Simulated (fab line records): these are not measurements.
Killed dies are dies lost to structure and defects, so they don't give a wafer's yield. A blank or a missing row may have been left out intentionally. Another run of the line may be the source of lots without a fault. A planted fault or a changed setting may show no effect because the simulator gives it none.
A struck lot beside a sound one + flow rit_cmos + 15 steps out of a route of 202
Sound: wafers L315.2, L315.3, L315.4. Wafers L313.2, L313.3, L313.4 were the ones struck. The cause is given at the end.
Order at every step that has rows: each side's tool, ch and its chambers, its first start. Under that, the readings that differ: sound wafers + struck wafers + difference of the means + sigmas: that difference in standard deviations of wafers without a fault.
alike: readings with means less than 2 such deviations apart, plus words and numbers identical on both sides. not compared: withheld readings, readings lacking a value on some wafer, bounds such as >300 that could conceal the same value, and numbers that have no deviation in the record and whose values overlap.
The two part at a step that has a row with sigmas, a row that says differs or no value, or rows on one side only. Numbers that don't overlap but have no deviation are shown without sigmas and don't part them. A reading missing from all wafers of one side parts the sides only when that side holds two or more wafers.

first, 1 step without rows for these wafers: RIT_FOX2_OXIDATION_00 (target thk 350.7 nm, ox time 1130 s).
RIT_FOX2_THK_MEAS_01:
  sound on film_metro-01 at day 5 19:13; struck on film_metro-01 at day 5 09:34
  alike: FOX2_OXIDE_THK
then, 2 steps without rows for these wafers: RIT_FOX2_CLEAN_02 (cleans in dHF, time 180 s); RIT_FOX2_WET_ETCH_03 (etches Si3N4 in H3PO4, target depth 195 nm, time 2700 s).
RIT_FOX2_THK_MEAS_90:
  sound on film_metro-01 at day 5 20:05; struck on film_metro-02 at day 5 10:27
  alike: FIELD_OXIDE_LEFT_1_THK
then, 6 steps without rows for these wafers: RIT_NWELL_HMDS_00 (prime time 60 s); RIT_NWELL_COAT_01 (resist thk 1275 nm); RIT_NWELL_SOFTBAKE_02 (time 60 s); RIT_NWELL_EXPOSE_03 (exposes mask M2, target cd 43900 nm); RIT_NWELL_PEB_04; RIT_NWELL_DEVELOP_05 (develop time 68 s).
RIT_NWELL_OVL_MEAS_06:
  sound on overlay-02 at day 5 21:02; struck on overlay-02 at day 5 11:31
  alike: NWELL_OVL
RIT_NWELL_HARDBAKE_07: time 120 s.
  sound on litho_track-03 ch 0, day 5 21:06; struck on litho_track-01 ch 0, day 5 11:35
| reading                  | sound                | struck               | difference | sigmas |
|--------------------------|----------------------|----------------------|------------|--------|
| heater_power_total_W (W) | 52.02 52.01 51.92    | 53.39 53.30 53.23    | +1.32      | +20    |
| plate_temp_C (C)         | 139.94 140.06 140.16 | 142.65 142.80 142.76 | +2.68      | +18    |
after that, 1 step had no rows for these wafers: RIT_NWELL_IMPLANT_08.
RIT_M1_PROBE_99:
  sound on prober-02 at day 7 16:08; struck on prober-02 at day 6 23:26
  alike: killed_at_contacts, killed_at_front_end, killed_dies, killed_open, killed_short

WHERE THEY PART
RIT_NWELL_HARDBAKE_07 only, going by this record. Later steps at which nothing parts them and some readings are alike: RIT_M1_PROBE_99.

WHY: what the simulator had put in
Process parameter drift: litho_track-01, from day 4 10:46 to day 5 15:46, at RIT_NWELL_HARDBAKE_07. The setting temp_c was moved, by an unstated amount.
